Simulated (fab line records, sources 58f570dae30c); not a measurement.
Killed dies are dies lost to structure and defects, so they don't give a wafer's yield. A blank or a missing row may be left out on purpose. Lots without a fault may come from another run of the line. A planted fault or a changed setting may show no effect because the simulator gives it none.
fab line records | flow berkeley_cmos170
record lots=14 wafers=42 last_day=11
route steps=331 shown M1@250 M2@278 M3@312
lots that met no fault: from a run of the same line without faults
start_h: hours from the record's first day to the start of the lot's first wafer shown | wait_h: hours since the lot's step before | " the same as in the row above | L1.1+2: a row that stands for several wafers | - no value, or no start given | * or withheld: withheld | < > ~ a bound
route shown NAME@n: a module of which the file shows steps, and the number in the route of the first | usual: mean/standard deviation of fault-free wafers | same: alike in all rows | chamber/n: place in a boat | sites: the reading at each site | _std_site: their standard deviation | _edge_site: outer sites' mean less inner sites' | radius_mm: how far each site lies from the wafer's centre | mask NAME#n: copy n | behind: the tool/chamber that last shaped the wafer | hold: why the lot was held/for how many hours/how that ended | device: the transistor (n, p or np) that didn't switch | end of line: the same wafers' tests at the end of the route | a step without rows: its recipe alone | killed: dies lost to structure and defects at the first sort, not the wafer's yield | map: a wafer's dies, x killed, . not, _ none there
set.NAME: the setting as run; set.NAME@STEP: as run at that earlier step | model.NAME: the simulator's own value behind a step, which no gauge read
steps of the route over a sample of lots; a table a step, a row a wafer
services: from which hour (start_h, from the record's first day; less than 0 if before it) a tool's chamber was out of use, for how many hours, and why
## steps
# step UCB170_M1_METAL_ETCH_12
# recipe chemistry=Cl2/BCl3 target=Al stop_on=PSG pressure_mtorr=12 target_depth_a=7800 over_etch_frac=0.3 time_s=130 icp_w=600 bias_w=120 Cl2_flow_sccm=90 bcl3_flow_sccm=45
# usual drypump_motor_current_A=5.5/0.46 oes_product_au=0.860/0.014 throttle_valve_pct=24.43/0.19
# columns lot.wafer tool chamber start_h wait_h drypump_motor_current_A oes_product_au rf_hours_counter_h throttle_valve_pct
L399.2 rie_metal-03 0 145.79 - 5.8 0.867 8 24.12
L399.3 " 0 " " 5.8 0.868 - 24.13
L399.6 " 0 " " 5.9 0.861 - 24.13
L398.3 rie_metal-02 0 146.32 - 5.7 0.851 - 24.41
L398.5 " 0 " " 5.7 0.863 - 24.39
L398.6 " 1 " " 6.2 0.877 - 24.36
L397.1 rie_metal-03 1 146.42 - 5.6 0.878 8 24.48
L397.4 " 0 " " 5.8 0.879 - 24.11
L397.6 " 0 " " 5.8 0.875 - 24.13
L400.1 rie_metal-04 1 172.36 - 5.0 0.846 0 24.47
L400.3 " 1 " " 5.1 0.858 - 24.46
L400.4 " 0 " " 4.9 0.847 - 24.89
L403.1 rie_metal-03 1 172.99 - 5.7 0.871 8 24.46
L403.3 " 1 " " 5.6 0.882 - 24.48
L403.4 " 0 " " 5.8 0.877 - 24.12
L404.4 rie_metal-02 0 193.07 - 5.7 0.846 - 24.39
L404.5 " 0 " " 5.7 0.851 - 24.38
L404.6 " 1 " " 6.2 0.886 - 24.36
L407.2 rie_metal-02 1 212.01 - 6.2 0.870 6 24.36
L407.5 " 0 " " 5.7 0.839 - 24.40
L407.6 " 1 " " 6.3 0.872 - 24.33
L411.2 rie_metal-03 1 214.33 - 5.6 0.878 9 24.46
L411.3 " 0 " " 5.8 0.873 - 24.11
L411.6 " 1 " " 5.6 0.876 - 24.47
L410.1 rie_metal-02 0 215.30 - 5.7 0.845 2 24.40
L410.5 " 0 " " 5.7 0.850 - 24.40
L410.6 " 1 " " 6.2 0.871 - 24.35
L413.2 rie_metal-04 1 237.58 - 5.1 0.854 2 24.46
L413.5 " 0 " " 4.9 0.831 - 24.71
L413.6 " 1 " " 5.1 0.852 - 24.47
L412.1 rie_metal-03 1 237.96 - 5.7 0.867 10 24.48
L412.3 " 1 " " 5.7 0.874 - 24.48
L412.4 " 0 " " 5.8 0.870 - 24.13
L419.1 rie_metal-04 0 251.60 - 4.9 0.847 1 24.72
L419.3 " 0 " " 4.9 0.832 - 24.72
L419.5 " 1 " " 5.1 0.865 - 24.46
L417.2 rie_metal-03 0 253.34 - 5.8 0.879 11 24.12
L417.4 " 1 " " 5.6 0.878 - 24.47
L417.5 " 1 " " 5.7 0.871 - 24.46
L420.1 rie_metal-04 1 254.07 - 5.1 0.856 3 24.47
L420.4 " 1 " " 5.1 0.851 - 24.46
L420.5 " 0 " " 4.9 0.854 - 24.72
# step UCB170_M1_STRIP_13
# recipe chemistry=O2 power_w=400 pressure_mtorr=3500 platen_temp_c=withheld o2_flow_sccm=400 overash_fraction=0.5
# usual drypump_motor_current_A=6.1/0.48 oes_product_au=0.721/0.004
# columns lot.wafer tool chamber start_h wait_h drypump_motor_current_A oes_product_au rf_hours_counter_h
L399.2 plasma_asher-04 1 145.92 0.1 6.5 0.717 3
L399.3 " 1 " " 6.5 0.721 -
L399.6 " 0 " " 5.5 0.725 -
L398.3 plasma_asher-01 1 146.44 0.1 6.8 0.715 -
L398.5 " 1 " " 6.8 0.723 -
L398.6 " 0 " " 5.4 0.719 -
L397.1 plasma_asher-04 0 146.55 0.1 5.4 0.718 3
L397.4 " 0 " " 5.4 0.717 -
L397.6 " 1 " " 6.5 0.718 -
L400.1 plasma_asher-02 1 172.49 0.1 5.9 0.725 47
L400.3 " 0 " " 6.2 0.719 -
L400.4 " 1 " " 5.9 0.728 -
L403.1 plasma_asher-02 1 173.12 0.1 5.9 0.721 47
L403.3 " 0 " " 6.2 0.712 -
L403.4 " 1 " " 5.9 0.724 -
L404.4 plasma_asher-01 0 193.20 0.1 5.4 0.720 -
L404.5 " 0 " " 5.4 0.725 -
L404.6 " 1 " " 6.8 0.726 -
L407.2 plasma_asher-02 0 212.15 0.1 6.2 0.528 52
L407.5 " 0 " " 6.2 0.511 -
L407.6 " 1 " " 5.9 0.542 -
L411.2 plasma_asher-01 1 214.46 0.1 6.8 0.720 53
L411.3 " 1 " " 6.8 0.716 -
L411.6 " 1 " " 6.8 0.724 -
L410.1 plasma_asher-02 1 215.43 0.1 5.9 0.508 52
L410.5 " 0 " " 6.2 0.516 -
L410.6 " 1 " " 5.9 0.542 -
L413.2 plasma_asher-04 0 237.71 0.1 5.4 0.724 9
L413.5 " 0 " " 5.4 0.716 -
L413.6 " 1 " " 6.5 0.717 -
L412.1 plasma_asher-02 1 238.10 0.1 5.9 0.728 56
L412.3 " 0 " " 6.2 0.724 -
L412.4 " 1 " " 5.9 0.716 -
L419.1 plasma_asher-02 0 251.74 0.1 6.2 0.718 57
L419.3 " 1 " " 5.9 0.720 -
L419.5 " 1 " " 5.9 0.720 -
L417.2 plasma_asher-01 0 253.47 0.1 5.4 0.725 58
L417.4 " 1 " " 6.8 0.723 -
L417.5 " 0 " " 5.4 0.716 -
L420.1 plasma_asher-04 1 254.20 0.1 6.5 0.721 11
L420.4 " 1 " " 6.5 0.720 -
L420.5 " 0 " " 5.4 0.724 -
# step UCB170_M1_CD_MEAS_90
# recipe target_cd_nm=700
# usual cd_nm=700.5/2.3
# columns lot.wafer tool chamber start_h wait_h cd_nm
L399.2 cd_sem-01 - 146.17 0.2 701.9
L399.3 " - " " 703.8
L399.6 " - " " 701.6
L398.3 cd_sem-02 - 146.55 0.1 695.7
L398.5 " - " " 693.7
L398.6 " - " " 698.0
L397.1 cd_sem-01 - 146.65 0.1 700.4
L397.4 " - " " 702.6
L397.6 " - " " 701.3
L400.1 cd_sem-02 - 172.59 0.1 699.4
L400.3 " - " " 697.7
L400.4 " - " " 703.1
L403.1 cd_sem-02 - 173.22 0.1 700.7
L403.3 " - " " 699.4
L403.4 " - " " 702.6
L404.4 cd_sem-02 - 193.41 0.2 699.6
L404.5 " - " " 700.3
L404.6 " - " " 705.3
L407.2 cd_sem-01 - 212.27 0.1 684.2
L407.5 " - " " 682.0
L407.6 " - " " 684.2
L411.2 cd_sem-02 - 214.58 0.1 696.8
L411.3 " - " " 700.1
L411.6 " - " " 696.9
L410.1 cd_sem-02 - 215.53 0.1 680.6
L410.5 " - " " 680.8
L410.6 " - " " 685.4
L413.2 cd_sem-01 - 237.83 0.1 698.7
L413.5 " - " " 700.7
L413.6 " - " " 702.0
L412.1 cd_sem-02 - 238.20 0.1 702.8
L412.3 " - " " 699.4
L412.4 " - " " 704.4
L419.1 cd_sem-01 - 251.84 0.1 701.4
L419.3 " - " " 700.2
L419.5 " - " " 703.1
L417.2 cd_sem-01 - 253.59 0.1 705.0
L417.4 " - " " 700.1
L417.5 " - " " 698.5
L420.1 cd_sem-02 - 254.32 0.1 700.7
L420.4 " - " " 700.0
L420.5 " - " " 700.4
# step UCB170_M2_STRIP_07
# recipe chemistry=O2 power_w=400 pressure_mtorr=3500 platen_temp_c=withheld o2_flow_sccm=400 overash_fraction=0.5
# usual drypump_motor_current_A=5.9/0.57 oes_product_au=0.735/0.0046 strip_time_to_endpoint_s=21.99/0.067
# columns lot.wafer tool chamber start_h wait_h drypump_motor_current_A oes_product_au rf_hours_counter_h strip_time_to_endpoint_s
L399.2 plasma_asher-03 1 155.99 0.1 5.6 0.733 36 21.96
L399.3 " 1 " " 5.6 0.727 - 21.96
L399.6 " 1 " " 5.6 0.737 - 21.93
L398.3 plasma_asher-01 1 156.27 0.1 6.8 0.734 - 22.01
L398.5 " 1 " " 6.8 0.732 - 22.06
L398.6 " 0 " " 5.4 0.728 - 21.98
L397.1 plasma_asher-02 0 156.48 0.1 6.2 0.730 46 22.13
L397.4 " 0 " " 6.2 0.729 - 22.08
L397.6 " 0 " " 6.2 0.732 - 22.09
L400.1 plasma_asher-01 1 180.20 0.1 6.8 0.735 49 21.90
L400.3 " 1 " " 6.8 0.732 - 22.02
L400.4 " 0 " " 5.4 0.735 - 21.96
L403.1 plasma_asher-02 0 180.46 0.1 6.2 0.732 48 22.03
L403.3 " 0 " " 6.2 0.739 - 21.97
L403.4 " 1 " " 5.9 0.735 - 21.98
L404.4 plasma_asher-03 0 200.02 0.1 5.2 0.738 - 21.92
L404.5 " 1 " " 5.6 0.740 - 21.95
L404.6 " 0 " " 5.2 0.723 - 21.96
L407.2 plasma_asher-02 0 220.45 0.1 6.3 0.748 53 21.93
L407.5 " 0 " " 6.2 0.732 - 21.90
L407.6 " 1 " " 5.9 0.737 - 21.91
L410.1 plasma_asher-01 1 223.17 0.1 6.8 0.736 54 21.95
L410.5 " 1 " " 6.8 0.734 - 21.89
L410.6 " 0 " " 5.4 0.733 - 21.89
L411.2 plasma_asher-01 0 223.62 0.1 5.4 0.738 54 21.88
L411.3 " 0 " " 5.4 0.736 - 21.90
L411.6 " 1 " " 6.8 0.731 - 21.89
L412.1 plasma_asher-03 0 248.58 0.1 5.2 0.734 47 21.99
L412.3 " 0 " " 5.2 0.734 - 21.97
L412.4 " 1 " " 5.6 0.727 - 21.88
L413.2 plasma_asher-02 1 251.05 0.1 5.9 0.735 57 22.00
L413.5 " 0 " " 6.2 0.740 - 22.11
L413.6 " 1 " " 5.9 0.741 - 22.04
L419.1 plasma_asher-01 1 259.06 0.1 6.8 0.739 59 21.95
L419.3 " 1 " " 6.8 0.735 - 21.97
L419.5 " 0 " " 5.4 0.730 - 21.99
L420.1 plasma_asher-02 1 264.45 0.1 5.9 0.726 58 22.06
L420.4 " 1 " " 5.9 0.732 - 22.04
L420.5 " 0 " " 6.2 0.729 - 22.09
L417.2 plasma_asher-01 1 264.66 0.1 6.8 0.739 59 21.95
L417.4 " 0 " " 5.4 0.736 - 22.04
L417.5 " 0 " " 5.4 0.731 - 21.94
# step UCB170_M3_THK_MEAS_03
# recipe thk_meas_gauge=xrf reads=Al_of_M3_SPUTTER_01
# usual M3_AL_THK=907/11
# columns lot.wafer tool chamber start_h wait_h M3_AL_THK[nm]
L399.2 film_metro-01 - 160.85 0.1 892
L399.3 " - " " 896
L399.6 " - " " 892
L398.3 film_metro-03 - 161.25 0.1 903
L398.5 " - " " 912
L398.6 " - " " 907
L397.1 film_metro-02 - 161.47 0.1 879
L397.4 " - " " 881
L397.6 " - " " 881
L400.1 film_metro-02 - 185.38 0.1 927
L400.3 " - " " 909
L400.4 " - " " 910
L403.1 film_metro-03 - 185.68 0.1 900
L403.3 " - " " 898
L403.4 " - " " 899
L404.4 film_metro-01 - 204.94 0.1 899
L404.5 " - " " 904
L404.6 " - " " 909
L407.2 film_metro-03 - 227.42 0.1 920
L407.5 " - " " 914
L407.6 " - " " 921
L410.1 film_metro-01 - 231.70 0.1 919
L410.5 " - " " 921
L410.6 " - " " 920
L411.2 film_metro-03 - 231.98 0.1 931
L411.3 " - " " 927
L411.6 " - " " 933
L412.1 film_metro-01 - 253.27 0.1 898
L412.3 " - " " 901
L412.4 " - " " 909
L413.2 film_metro-03 - 256.72 0.1 913
L413.5 " - " " 903
L413.6 " - " " 910
L419.1 film_metro-02 - 266.45 0.1 896
L419.3 " - " " 891
L419.5 " - " " 910
L420.1 film_metro-03 - 269.66 0.1 905
L420.4 " - " " 906
L420.5 " - " " 915
L417.2 film_metro-03 - 270.31 0.1 908
L417.4 " - " " 913
L417.5 " - " " 905
# step UCB170_M3_CD_MEAS_15
# recipe target_cd_nm=700
# usual cd_nm=700.0/1.4
# columns lot.wafer tool chamber start_h wait_h cd_nm
L399.2 cd_sem-02 - 162.60 - 698.4
L399.3 " - " " 699.9
L399.6 " - " " 698.7
L398.3 cd_sem-01 - 163.02 - 700.2
L398.5 " - " " 699.5
L398.6 " - " " 700.6
L397.1 cd_sem-01 - 163.46 - 699.6
L397.4 " - " " 699.7
L397.6 " - " " 700.5
L400.1 cd_sem-02 - 187.46 - 698.5
L400.3 " - " " 698.6
L400.4 " - " " 698.0
L403.1 cd_sem-02 - 188.14 - 700.6
L403.3 " - " " 701.6
L403.4 " - " " 699.3
L404.4 cd_sem-01 - 207.25 - 700.6
L404.5 " - " " 699.9
L404.6 " - " " 699.9
L407.2 cd_sem-01 - 229.85 - 703.3
L407.5 " - " " 703.2
L407.6 " - " " 704.0
L410.1 cd_sem-01 - 235.60 - 701.5
L410.5 " - " " 699.7
L410.6 " - " " 699.7
L411.2 cd_sem-01 - 235.78 - 702.4
L411.3 " - " " 701.7
L411.6 " - " " 702.0
L412.1 cd_sem-02 - 257.10 - 700.8
L412.3 " - " " 701.1
L412.4 " - " " 701.0
L413.2 cd_sem-02 - 262.65 - 699.7
L413.5 " - " " 698.4
L413.6 " - " " 700.2
L419.1 cd_sem-01 - 268.82 - 701.8
L419.3 " - " " 702.6
L419.5 " - " " 701.6
L420.1 cd_sem-02 - 272.40 - 699.9
L420.4 " - " " 698.7
L420.5 " - " " 699.9
L417.2 cd_sem-02 - 273.09 - 698.1
L417.4 " - " " 700.3
L417.5 " - " " 698.7
## services
# columns tool chamber start_h hours kind
rie_metal-04 1 131.55 - clean
rie_metal-04 1 131.55 19.5 scheduled_down
rie_metal-04 1 131.55 19.5 vent_cycle
rie_metal-04 0 181.58 - clean
rie_metal-04 0 181.58 26.9 scheduled_down
rie_metal-04 0 181.58 26.9 vent_cycle
plasma_asher-04 - 202.84 14.6 pm
plasma_asher-04 - 223.09 10.2 repair
plasma_asher-01 - 262.89 0.9 repair
## key
first_sign step=UCB170_M1_STRIP_13 reading=oes_product_au direction=down sigmas=49 usual=0.721 struck=0.525
effect step=UCB170_M1_CD_MEAS_90 reading=cd_nm direction=down sigmas=7.8 usual=700.5 struck=682.9
met_at UCB170_M1_METAL_ETCH_12
struck_lots L407,L410
not_acting_at UCB170_M2_STRIP_07,UCB170_M3_THK_MEAS_03,UCB170_M3_CD_MEAS_15
onset_between 193.07 212.01
fault kind=process_parameter_drift tool=rie_metal-02 chamber=- onset_h=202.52 steps=UCB170_M1_METAL_ETCH_12 channel=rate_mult offset=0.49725 shape=step end_h=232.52
